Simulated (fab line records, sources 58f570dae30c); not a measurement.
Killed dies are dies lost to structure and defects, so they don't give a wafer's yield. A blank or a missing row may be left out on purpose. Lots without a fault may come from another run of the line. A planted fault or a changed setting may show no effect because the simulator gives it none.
fab line records | flow berkeley_cmos170
record lots=14 wafers=42 last_day=14
route steps=331 shown NVT@110 CONTACT@217 V2@308 M3@328
lots that met no fault: from a run of the same line without faults
start_h: hours from the record's first day to the start of the lot's first wafer shown | wait_h: hours since the lot's step before | " the same as in the row above | L1.1+2: a row that stands for several wafers | - no value, or no start given | * or withheld: withheld | < > ~ a bound
route shown NAME@n: a module of which the file shows steps, and the number in the route of the first | usual: mean/standard deviation of fault-free wafers | same: alike in all rows | chamber/n: place in a boat | sites: the reading at each site | _std_site: their standard deviation | _edge_site: outer sites' mean less inner sites' | radius_mm: how far each site lies from the wafer's centre | mask NAME#n: copy n | behind: the tool/chamber that last shaped the wafer | hold: why the lot was held/for how many hours/how that ended | device: the transistor (n, p or np) that didn't switch | end of line: the same wafers' tests at the end of the route | a step without rows: its recipe alone | killed: dies lost to structure and defects at the first sort, not the wafer's yield | map: a wafer's dies, x killed, . not, _ none there
set.NAME: the setting as run; set.NAME@STEP: as run at that earlier step | model.NAME: the simulator's own value behind a step, which no gauge read
steps of the route over a sample of lots; a table a step, a row a wafer
services: from which hour (start_h, from the record's first day; less than 0 if before it) a tool's chamber was out of use, for how many hours, and why
## steps
# step UCB170_NVT_OVL_MEAS_06
# usual NVT_OVL=-2/5.4
# columns lot.wafer tool chamber start_h wait_h NVT_OVL[nm]
L857.3 overlay-01 - 146.79 - 1
L857.4 " - " " 1
L857.6 " - " " -3
L858.1 overlay-02 - 154.20 - -11
L858.5 " - " " -7
L858.6 " - " " -12
L859.1 overlay-01 - 154.43 - -8
L859.2 " - " " -1
L859.6 " - " " 3
L862.1 overlay-01 - 164.49 - 1
L862.2 " - " " 7
L862.3 " - " " 0
L860.1 overlay-02 - 164.76 - 5
L860.2 " - " " 1
L860.6 " - " " 9
L861.4 overlay-01 - 164.87 - 2
L861.5 " - " " 3
L861.6 " - " " 2
L864.1 overlay-02 - 175.76 - -8
L864.3 " - " " -2
L864.6 " - " " -2
L863.3 overlay-01 - 176.24 - 3
L863.4 " - " " 17
L863.6 " - " " 9
L866.2 overlay-01 - 186.63 - 2
L866.3 " - " " 5
L866.5 " - " " 1
L869.2 overlay-01 - 196.03 - -3
L869.3 " - " " -1
L869.6 " - " " -10
L876.2 overlay-02 - 243.79 - -1
L876.5 " - " " -5
L876.6 " - " " -10
L877.1 overlay-01 - 255.74 - 0
L877.3 " - " " -2
L877.5 " - " " -7
L878.1 overlay-01 - 256.02 - -5
L878.3 " - " " 0
L878.4 " - " " -1
L879.1 overlay-01 - 260.48 - -7
L879.3 " - " " -1
L879.5 " - " " -5
# step UCB170_CONTACT_CVD_01
# recipe material=PSG target_thk_nm=700 temp_c=450 precursor=SiH4/O2/PH3 time_s=2820 pressure_mtorr=300 sih4_flow_sccm=60 o2_flow_sccm=90 ph3_flow_sccm=25
# usual sih4_flow_sccm=60.03/0.18 spike_tc_load_C=468/4.3 zone_power_centre_pct=20.3/1.3
# columns lot.wafer tool chamber start_h wait_h sih4_flow_sccm spike_tc_load_C zone_power_centre_pct
L857.3 lpcvd-02 0 185.93 0.0 60.22 466 20.4
L857.4 " 0 " " 60.03 466 20.7
L857.6 " 0 " " 59.85 464 21.0
L859.1 lpcvd-01 1 186.14 0.0 59.80 476 21.3
L859.2 " 1 " " 59.91 476 21.9
L859.6 " 1 " " 59.82 476 21.6
L858.1 lpcvd-02 0 187.71 1.4 59.62 465 20.6
L858.5 " 0 " " 59.94 465 20.6
L858.6 " 0 " " 60.05 466 20.9
L862.1 lpcvd-02 0 203.88 0.4 59.82 463 20.9
L862.2 " 0 " " 60.05 464 20.7
L862.3 " 0 " " 59.85 464 20.9
L861.4 lpcvd-01 1 204.15 0.2 59.85 476 21.7
L861.5 " 1 " " 59.60 474 21.7
L861.6 " 1 " " 60.01 475 21.2
L860.1 lpcvd-02 0 205.66 1.5 60.03 465 20.4
L860.2 " 0 " " 60.13 464 20.8
L860.6 " 0 " " 59.99 465 20.8
L864.1 lpcvd-02 0 212.98 0.0 59.73 466 20.8
L864.3 " 0 " " 60.18 466 20.9
L864.6 " 0 " " 60.11 466 20.9
L863.3 lpcvd-01 1 214.48 1.0 72.25 475 21.6
L863.4 " 1 " " 72.32 477 21.3
L863.6 " 1 " " 72.07 475 21.9
L866.2 lpcvd-01 1 226.70 0.0 72.31 475 21.6
L866.3 " 1 " " 72.11 476 21.6
L866.5 " 1 " " 72.22 476 21.3
L869.2 lpcvd-02 1 239.14 0.0 60.07 469 18.5
L869.3 " 1 " " 60.15 469 18.3
L869.6 " 1 " " 59.94 470 18.7
L876.2 lpcvd-02 0 279.48 1.1 59.95 468 20.8
L876.5 " 0 " " 59.94 465 20.8
L876.6 " 0 " " 59.93 465 20.3
L877.1 lpcvd-01 0 297.42 0.0 60.03 467 18.3
L877.3 " 0 " " 59.94 467 18.0
L877.5 " 0 " " 59.70 467 18.2
L878.1 lpcvd-02 0 298.69 1.1 60.04 464 20.6
L878.3 " 0 " " 60.02 466 20.6
L878.4 " 0 " " 60.01 465 20.9
L879.1 lpcvd-01 1 300.09 0.6 60.38 474 21.7
L879.3 " 1 " " 60.19 473 21.7
L879.5 " 1 " " 60.26 474 21.6
# step UCB170_CONTACT_THK_MEAS_02
# recipe reads=PSG_of_CONTACT_CVD_01
# usual CONTACT_PSG_THK=701/5.8
# columns lot.wafer tool chamber start_h wait_h CONTACT_PSG_THK[nm]
L857.3 film_metro-02 - 187.73 0.0 699
L857.4 " - " " 703
L857.6 " - " " 700
L859.1 film_metro-03 - 187.93 0.0 695
L859.2 " - " " 699
L859.6 " - " " 702
L858.1 film_metro-02 - 190.39 0.0 697
L858.5 " - " " 697
L858.6 " - " " 696
L862.1 film_metro-01 - 205.66 0.0 692
L862.2 " - " " 696
L862.3 " - " " 695
L861.4 film_metro-03 - 205.96 0.0 711
L861.5 " - " " 707
L861.6 " - " " 706
L860.1 film_metro-01 - 207.45 0.0 715
L860.2 " - " " 707
L860.6 " - " " 707
L864.1 film_metro-01 - 214.77 0.0 694
L864.3 " - " " 697
L864.6 " - " " 700
L863.3 film_metro-03 - 216.28 0.0 741
L863.4 " - " " 747
L863.6 " - " " 738
L866.2 film_metro-01 - 228.49 0.0 749
L866.3 " - " " 749
L866.5 " - " " 749
L869.2 film_metro-02 - 240.93 0.0 709
L869.3 " - " " 701
L869.6 " - " " 709
L876.2 film_metro-01 - 281.27 0.0 702
L876.5 " - " " 702
L876.6 " - " " 698
L877.1 film_metro-02 - 300.09 0.0 698
L877.3 " - " " 695
L877.5 " - " " 699
L878.1 film_metro-02 - 300.48 0.0 704
L878.3 " - " " 705
L878.4 " - " " 707
L879.1 film_metro-01 - 302.77 0.0 697
L879.3 " - " " 702
L879.5 " - " " 701
# step UCB170_CONTACT_ETCH_18
# recipe chemistry=CHF3/CF4/Ar target=PSG stop_on=TiSi2 CHF3_flow_sccm=45 cf4_flow_sccm=15 Ar_flow_sccm=150 pressure_mtorr=200 rf_w=700 target_depth_a=8400 over_etch_frac=0.2 time_s=195
# usual CHF3_flow_sccm=45.01/0.13 drypump_motor_current_A=5.7/0.49 oes_product_au=0.893/0.012 throttle_valve_pct=6.88/0.12
# columns lot.wafer tool chamber start_h wait_h CHF3_flow_sccm drypump_motor_current_A oes_product_au rf_hours_counter_h throttle_valve_pct
L859.1 rie_diel-02 3 - - 44.91 6.3 0.895 59 6.84
L859.2 " 2 " " 45.02 5.8 0.896 65 7.13
L859.6 " 0 " " 45.15 5.2 0.876 - 6.73
L857.3 rie_diel-04 1 - - 45.09 5.5 0.894 2 6.72
L857.4 " 1 " " 45.02 5.5 0.891 - 6.73
L857.6 " 2 " " 44.87 6.3 0.900 - 6.84
L858.1 rie_diel-01 1 - - 45.04 4.8 0.893 12 6.90
L858.5 " 2 " " 44.83 6.3 0.874 - 6.85
L858.6 " 3 " " 45.14 6.1 0.880 - 6.84
L862.1 rie_diel-02 0 - - 44.95 5.2 0.870 63 6.74
L862.2 " 1 " " 44.84 5.6 0.901 3 6.84
L862.3 " 2 " " 45.00 5.8 0.887 66 7.11
L861.4 rie_diel-04 0 - - 45.10 5.5 0.924 - 7.00
L861.5 " 2 " " 44.95 6.3 0.892 - 6.84
L861.6 " 3 " " 44.76 5.3 0.894 - 7.05
L860.1 rie_diel-02 0 - - 44.98 5.2 0.890 63 6.72
L860.2 " 3 " " 45.11 6.3 0.912 60 6.84
L860.6 " 0 " " 45.10 5.2 0.882 - 6.73
L864.1 rie_diel-01 2 - - 45.09 6.3 0.873 40 6.87
L864.3 " 1 " " 44.96 4.8 0.885 13 6.88
L864.6 " 2 " " 45.10 6.3 0.878 - 6.87
L863.3 rie_diel-02 0 - - 44.92 5.2 0.907 63 6.75
L863.4 " 1 " " 44.91 5.6 0.944 3 6.82
L863.6 " 2 " " 45.10 5.8 0.924 - 7.11
L866.2 rie_diel-04 2 - - 44.99 6.3 0.920 112 6.82
L866.3 " 1 " " 45.02 5.5 0.934 3 6.72
L866.5 " 3 " " 45.09 5.3 0.920 - 7.05
L869.2 rie_diel-01 3 - - 44.72 6.1 0.904 0 6.83
L869.3 " 2 " " 45.28 6.3 0.882 42 6.88
L869.6 " 3 " " 44.87 6.1 0.915 - 6.82
L876.2 rie_diel-01 1 - - 45.14 4.8 0.896 17 6.88
L876.5 " 1 " " 45.27 4.8 0.900 - 6.89
L876.6 " 3 " " 44.92 6.0 0.898 - 6.83
L877.1 rie_diel-01 0 - - 45.12 5.2 0.906 1 6.95
L877.3 " 1 " " 45.12 4.8 0.885 18 6.89
L877.5 " 2 " " 44.99 6.3 0.875 - 6.88
L878.1 rie_diel-04 1 - - 44.96 5.5 0.897 7 6.75
L878.3 " 2 " " 44.90 6.4 0.898 115 6.82
L878.4 " 0 " " 45.15 5.5 0.912 5 6.97
L879.1 rie_diel-02 1 - - 45.10 5.6 0.907 7 6.81
L879.3 " 3 " " 45.06 6.3 0.911 65 6.84
L879.5 " 0 " " 45.02 5.2 0.890 - 6.73
# step UCB170_V2_CD_MEAS_90
# recipe target_cd_nm=700
# usual cd_nm=700.8/1.6
# columns lot.wafer tool chamber start_h wait_h cd_nm
L859.1 cd_sem-02 - 203.61 0.1 701.1
L859.2 " - " " 701.0
L859.6 " - " " 700.2
L858.1 cd_sem-02 - 206.47 0.1 697.8
L858.5 " - " " 697.9
L858.6 " - " " 699.8
L857.3 cd_sem-01 - 206.78 0.1 700.0
L857.4 " - " " 701.1
L857.6 " - " " 700.7
L862.1 cd_sem-02 - 220.26 0.1 701.0
L862.2 " - " " 703.4
L862.3 " - " " 701.2
L861.4 cd_sem-01 - 222.31 0.1 700.2
L861.5 " - " " 701.6
L861.6 " - " " 701.8
L860.1 cd_sem-02 - 223.42 0.1 701.8
L860.2 " - " " 702.3
L860.6 " - " " 702.2
L864.1 cd_sem-01 - 229.67 0.1 701.9
L864.3 " - " " 702.4
L864.6 " - " " 701.2
L863.3 cd_sem-01 - 231.53 0.1 698.8
L863.4 " - " " 701.0
L863.6 " - " " 700.2
L866.2 cd_sem-02 - 244.51 0.1 701.1
L866.3 " - " " 699.4
L866.5 " - " " 701.4
L869.2 cd_sem-01 - 256.42 0.1 701.3
L869.3 " - " " 701.0
L869.6 " - " " 701.3
L876.2 cd_sem-01 - 300.66 0.1 699.9
L876.5 " - " " 701.0
L876.6 " - " " 700.0
L877.1 cd_sem-01 - 315.20 0.2 700.0
L877.3 " - " " 701.4
L877.5 " - " " 700.4
L878.1 cd_sem-02 - 319.51 0.1 703.1
L878.3 " - " " 701.2
L878.4 " - " " 701.1
L879.1 cd_sem-01 - 320.61 0.1 699.1
L879.3 " - " " 699.9
L879.5 " - " " 698.0
# step UCB170_M3_STRIP_19
# recipe chemistry=O2 power_w=400 pressure_mtorr=3500 platen_temp_c=withheld o2_flow_sccm=400 overash_fraction=0.5
# usual drypump_motor_current_A=5.56/0.23 oes_product_au=0.540/0.014
# columns lot.wafer tool chamber start_h wait_h drypump_motor_current_A oes_product_au rf_hours_counter_h
L859.1 plasma_asher-04 1 206.04 0.1 5.75 0.563 41
L859.2 " 0 " " 5.41 0.538 41
L859.6 " 1 " " 5.72 0.562 -
L858.1 plasma_asher-03 1 210.21 0.1 5.28 0.537 49
L858.5 " 1 " " 5.30 0.551 -
L858.6 " 0 " " 5.70 0.538 -
L857.3 plasma_asher-04 1 210.45 0.1 5.75 0.530 -
L857.4 " 0 " " 5.42 0.546 -
L857.6 " 0 " " 5.39 0.557 -
L862.1 plasma_asher-04 0 223.97 0.1 5.40 0.534 43
L862.2 " 1 " " 5.72 0.530 43
L862.3 " 0 " " 5.41 0.540 -
L861.4 plasma_asher-03 0 226.77 0.1 5.76 0.522 -
L861.5 " 1 " " 5.31 0.548 -
L861.6 " 0 " " 5.71 0.522 -
L860.1 plasma_asher-04 0 227.01 0.1 5.40 0.523 44
L860.2 " 1 " " 5.71 0.561 44
L860.6 " 0 " " 5.39 0.555 -
L864.1 plasma_asher-03 0 232.21 0.1 5.76 0.552 52
L864.3 " 1 " " 5.31 0.555 -
L864.6 " 1 " " 5.34 0.524 -
L863.3 plasma_asher-03 1 234.48 0.1 5.29 0.536 -
L863.4 " 0 " " 5.72 0.543 -
L863.6 " 0 " " 5.70 0.535 -
L866.2 plasma_asher-04 0 247.05 0.1 5.43 0.557 46
L866.3 " 0 " " 5.38 0.531 -
L866.5 " 0 " " 5.39 0.518 -
L869.2 plasma_asher-02 1 258.92 0.1 5.30 0.553 55
L869.3 " 1 " " 5.28 0.538 -
L869.6 " 0 " " 5.86 0.551 -
L876.2 plasma_asher-03 1 303.37 0.1 5.30 0.559 59
L876.5 " 1 " " 5.30 0.536 -
L876.6 " 0 " " 5.74 0.570 -
L877.1 plasma_asher-03 0 319.49 0.1 5.73 0.550 61
L877.3 " 1 " " 5.31 0.559 -
L877.5 " 1 " " 5.31 0.520 -
L878.1 plasma_asher-02 1 324.00 0.1 5.28 0.560 63
L878.3 " 1 " " 5.29 0.554 -
L878.4 " 0 " " 5.88 0.527 -
L879.1 plasma_asher-02 1 324.84 0.1 5.28 0.545 63
L879.3 " 0 " " 5.86 0.540 -
L879.5 " 0 " " 5.89 0.555 -
## services
# columns tool chamber start_h hours kind
rie_diel-04 0 185.03 - clean
rie_diel-04 0 185.03 12.4 scheduled_down
rie_diel-04 0 185.03 12.4 vent_cycle
rie_diel-04 1 203.94 16.2 repair
rie_diel-01 3 209.23 - clean
rie_diel-01 3 209.23 32.9 scheduled_down
rie_diel-01 3 209.23 32.9 vent_cycle
rie_diel-04 - 216.73 1.0 repair
rie_diel-01 - 218.41 0.4 repair
rie_diel-04 0 229.30 4.0 repair
rie_diel-02 0 241.19 1.7 repair
rie_diel-01 0 254.22 - clean
rie_diel-01 0 254.22 31.4 scheduled_down
rie_diel-01 0 254.22 31.4 vent_cycle
plasma_asher-04 - 277.98 1.4 repair
rie_diel-01 2 288.55 6.4 repair
rie_diel-02 1 294.42 7.1 repair
rie_diel-02 2 296.20 2.3 repair
rie_diel-04 0 315.53 2.7 repair
## key
first_sign step=UCB170_CONTACT_CVD_01 reading=sih4_flow_sccm direction=up sigmas=70 usual=60.03 struck=72.22
effect step=UCB170_CONTACT_THK_MEAS_02 reading=CONTACT_PSG_THK direction=up sigmas=7.7 usual=701 struck=745
effect step=UCB170_CONTACT_ETCH_18 reading=oes_product_au direction=up sigmas=2.5 usual=0.893 struck=0.925
met_at UCB170_CONTACT_CVD_01
struck_lots L863,L866
struck_wafers L863.3,L863.4,L863.6,L866.2,L866.3,L866.5
tester_left_out L863,L866
not_acting_at UCB170_NVT_OVL_MEAS_06,UCB170_V2_CD_MEAS_90,UCB170_M3_STRIP_19
onset_between 204.15 214.48
fault kind=process_parameter_drift tool=lpcvd-01 chamber=1 onset_h=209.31 steps=UCB170_CONTACT_CVD_01 channel=sih4_flow_sccm offset=12 shape=step end_h=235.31 acts_in=these_recipes_only stated=60
# tester_left_out: of these lots the tester's yield and bins aren't shown, on N5 and GAA mostly nor the transistor test; their killed dies are dies lost to structure and defects alone, not to doping, threshold or leakage, so they don't give the yield
